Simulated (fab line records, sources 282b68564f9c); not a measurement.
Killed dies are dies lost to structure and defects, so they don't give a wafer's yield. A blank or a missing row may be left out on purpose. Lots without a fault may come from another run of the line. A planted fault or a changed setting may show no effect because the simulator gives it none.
Split-lot experiment | flow rit_cmos | 5 lots, 27 wafers read, on a route of 202 steps

THE SPLIT
At RIT_ACTIVE_OXIDATION_01 (target thk 46.8 nm, ox time 3360 s), the setting ox_time_s was moved away from the recipe's 3360 s on 24 of the 27 wafers read, by -45.2% to +29.4%. The other wafers ran this setting at the recipe's value.

The file shows no step between the split and the reading.

THE READING
ACTIVE_OXIDE_THK, in nm, at RIT_ACTIVE_THK_MEAS_02. Fault-free wafers of this fab line usually give 46.8 nm, standard deviation 0.66 nm.

wafer  | tool, chamber at the split | ox_time_s as run, s | against the recipe | ACTIVE_OXIDE_THK, nm | against lot-mates on the recipe
L078.1 | -, -                       | 2370                | -29.5%             | 37.6                 | no lot-mate on the recipe
L078.2 | -, -                       | 2370                | -29.5%             | 36.8                 | no lot-mate on the recipe
L078.3 | -, -                       | 2370                | -29.5%             | 37.3                 | no lot-mate on the recipe
L078.4 | -, -                       | 2370                | -29.5%             | 37.3                 | no lot-mate on the recipe
L078.5 | -, -                       | 2370                | -29.5%             | 36.6                 | no lot-mate on the recipe
L078.6 | -, -                       | 2370                | -29.5%             | 36.6                 | no lot-mate on the recipe
L080.1 | -, -                       | 4349                | +29.4%             | 55.3                 | no lot-mate on the recipe
L080.2 | -, -                       | 4349                | +29.4%             | 54.6                 | no lot-mate on the recipe
L080.3 | -, -                       | 4349                | +29.4%             | 55.1                 | no lot-mate on the recipe
L080.4 | -, -                       | 4349                | +29.4%             | 54.9                 | no lot-mate on the recipe
L080.5 | -, -                       | 4349                | +29.4%             | 54.0                 | no lot-mate on the recipe
L080.6 | -, -                       | 4349                | +29.4%             | 54.3                 | no lot-mate on the recipe
L082.3 | furnace-04, 0              | 3360                | recipe             | 48.1                 | -
L082.4 | furnace-04, 0              | 3360                | recipe             | 47.3                 | -
L082.6 | furnace-04, 0              | 3360                | recipe             | 48.1                 | -
L084.1 | -, -                       | 2172                | -35.4%             | 36.9                 | no lot-mate on the recipe
L084.2 | -, -                       | 2172                | -35.4%             | 36.3                 | no lot-mate on the recipe
L084.3 | -, -                       | 2172                | -35.4%             | 35.7                 | no lot-mate on the recipe
L084.4 | -, -                       | 2172                | -35.4%             | 35.3                 | no lot-mate on the recipe
L084.5 | -, -                       | 2172                | -35.4%             | 36.2                 | no lot-mate on the recipe
L084.6 | -, -                       | 2172                | -35.4%             | 35.8                 | no lot-mate on the recipe
L085.1 | -, -                       | 1840                | -45.2%             | 33.1                 | no lot-mate on the recipe
L085.2 | -, -                       | 1840                | -45.2%             | 32.0                 | no lot-mate on the recipe
L085.3 | -, -                       | 1840                | -45.2%             | 32.6                 | no lot-mate on the recipe
L085.4 | -, -                       | 1840                | -45.2%             | 33.0                 | no lot-mate on the recipe
L085.5 | -, -                       | 1840                | -45.2%             | 31.7                 | no lot-mate on the recipe
L085.6 | -, -                       | 1840                | -45.2%             | 32.4                 | no lot-mate on the recipe

THE FIT
A straight line over all 27 wafers: ACTIVE_OXIDE_THK changes by +0.3 nm for each +1% of ox_time_s; r = +1.00; the points scatter about the line by 0.8 nm.
Too few moved wafers have a lot-mate on the recipe to fit a line with each lot's own level taken away.

THE WHOLE CHAIN: every reading that the file lists as answering this split, in the file's order
step                    | what it does                       | reading                                                                             | change (the file's fit)             | r (the file's)
RIT_ACTIVE_OXIDATION_01 | target thk 46.8 nm, ox time 3360 s | SiO2_of_ACTIVE_OXIDATION_01.thk_nm (the simulator's own value, which no gauge read) | +0.3 nm for each +1% of the setting | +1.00
RIT_ACTIVE_THK_MEAS_02  |                                    | ACTIVE_OXIDE_THK                                                                    | +0.3 for each +1% of the setting    | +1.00

THE FILE'S OWN FIT
ACTIVE_OXIDE_THK changes by +0.3 nm for each +1% of ox_time_s, r = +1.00.
